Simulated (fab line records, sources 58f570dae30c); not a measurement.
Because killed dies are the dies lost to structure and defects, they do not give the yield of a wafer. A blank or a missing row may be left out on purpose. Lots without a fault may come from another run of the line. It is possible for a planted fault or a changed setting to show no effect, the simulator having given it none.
A struck lot beside a sound one | flow berkeleyCmos170 | 14 out of 331 route steps
Sound: the wafers L309.1, L309.3, L309.5. The struck wafers were L310.1, L310.2, L310.6. At the end, the cause is stated.
Per side, at each step with rows, come the tool, then ch with its chambers, and then its first start. Under that, the readings that differ: sound wafers | struck wafers | difference of the means | sigmas: that difference in standard deviations of wafers without a fault.
alike: words and numbers the same on both sides, and readings whose means are apart by under 2 such deviations; not compared: readings that were withheld, readings missing a value for some wafer, numbers with overlapping values and no deviation given by the record, and bounds like >300 which may hide the same value.
Wherever a step has rows on one side only, a row that says differs or no value, or a row with sigmas, the two part there. Numbers that have no deviation but don't overlap get no sigmas and don't part them. A reading missing from all wafers of one side parts the sides only when that side holds two or more wafers.

UCB170_CONTACT_ETCH_18: etches PSG in CHF3/CF4/Ar, stops on TiSi2, target depth 840 nm, time 195 s.
  sound: rieDiel-02 ch 1,2; struck: rieDiel-01 ch 0,3
  alike: drypumpMotorCurrentA, oesProductAu, throttleValvePct
  not compared: rfHoursCounterH
UCB170_CONTACT_STRIP_19: strips in O2.
  sound on plasmaAsher-03 ch 0,1, day 9 09:00; struck on plasmaAsher-03 ch 0,1, day 9 16:16
  alike: drypumpMotorCurrentA, oesProductAu
  not compared: rfHoursCounterH
UCB170_CONTACT_CD_MEAS_90: the cd target is 700 nm.
  sound on cdSem-01, day 9 09:06; struck on cdSem-01, day 9 16:22
reading   | sound             | struck            | difference | sigmas
cdNm (nm) | 698.6 697.9 698.9 | 702.7 702.6 702.7 | +4.2       | +2
then, 1 step without rows for these wafers: UCB170_CONTACT_CLEAN_20 (cleans in SPM, time 600 s).
UCB170_M1_SPUTTER_00: material Al, target thk 600 nm, time 80 s.
  sound on pvdSputter-04, day 9 09:25; struck on pvdSputter-02, day 9 16:40
  alike: throttleValvePct
UCB170_M1_RS_MEAS_01: the measuring method here is four-point-probe.
  sound on filmMetro-02, day 9 09:29; struck on filmMetro-03, day 9 16:44
  alike: M1_AL_RS
UCB170_M1_THK_MEAS_02: measures by xrf.
  sound on filmMetro-02, day 9 09:36; struck on filmMetro-03, day 9 16:51
  alike: M1_AL_THK
then, 5 steps without rows for these wafers: UCB170_M1_COAT_03; UCB170_M1_COAT_04 (resist thk 900 nm); UCB170_M1_SOFTBAKE_05 (time 60 s); UCB170_M1_EXPOSE_06 (exposes mask METAL1, target cd 700 nm); UCB170_M1_PEB_07.
UCB170_M1_DEVELOP_08: develop time 45 s.
  sound on lithoTrack-02 ch 0, day 9 10:00; struck on lithoTrack-02, day 9 19:00
  no value came back on the struck wafers for chillPlateTempC (C), developTimeS (s); on the sound wafers chillPlateTempC (C) reads 23.06 22.97 23.12
reading                            | sound           | struck            | difference | sigmas
model.KrF_of_M1_COAT_04.thkNm (nm) | 892.1 887.6 887 | 901.1 898.8 898.6 | +10.6      | 
UCB170_M1_CD_MEAS_09: the cd target is 700 nm.
  sound on cdSem-02, day 9 10:34; struck on cdSem-02, day 9 19:14
reading   | sound             | struck | difference                    | sigmas
cdNm (nm) | 697.9 699.3 698.6 | - - -  | no value on the struck wafers | 

WHERE THEY PART
Earliest at UCB170_CONTACT_CD_MEAS_90; latest, in this record, at UCB170_M1_CD_MEAS_09.

WHY: what had been put in by the simulator
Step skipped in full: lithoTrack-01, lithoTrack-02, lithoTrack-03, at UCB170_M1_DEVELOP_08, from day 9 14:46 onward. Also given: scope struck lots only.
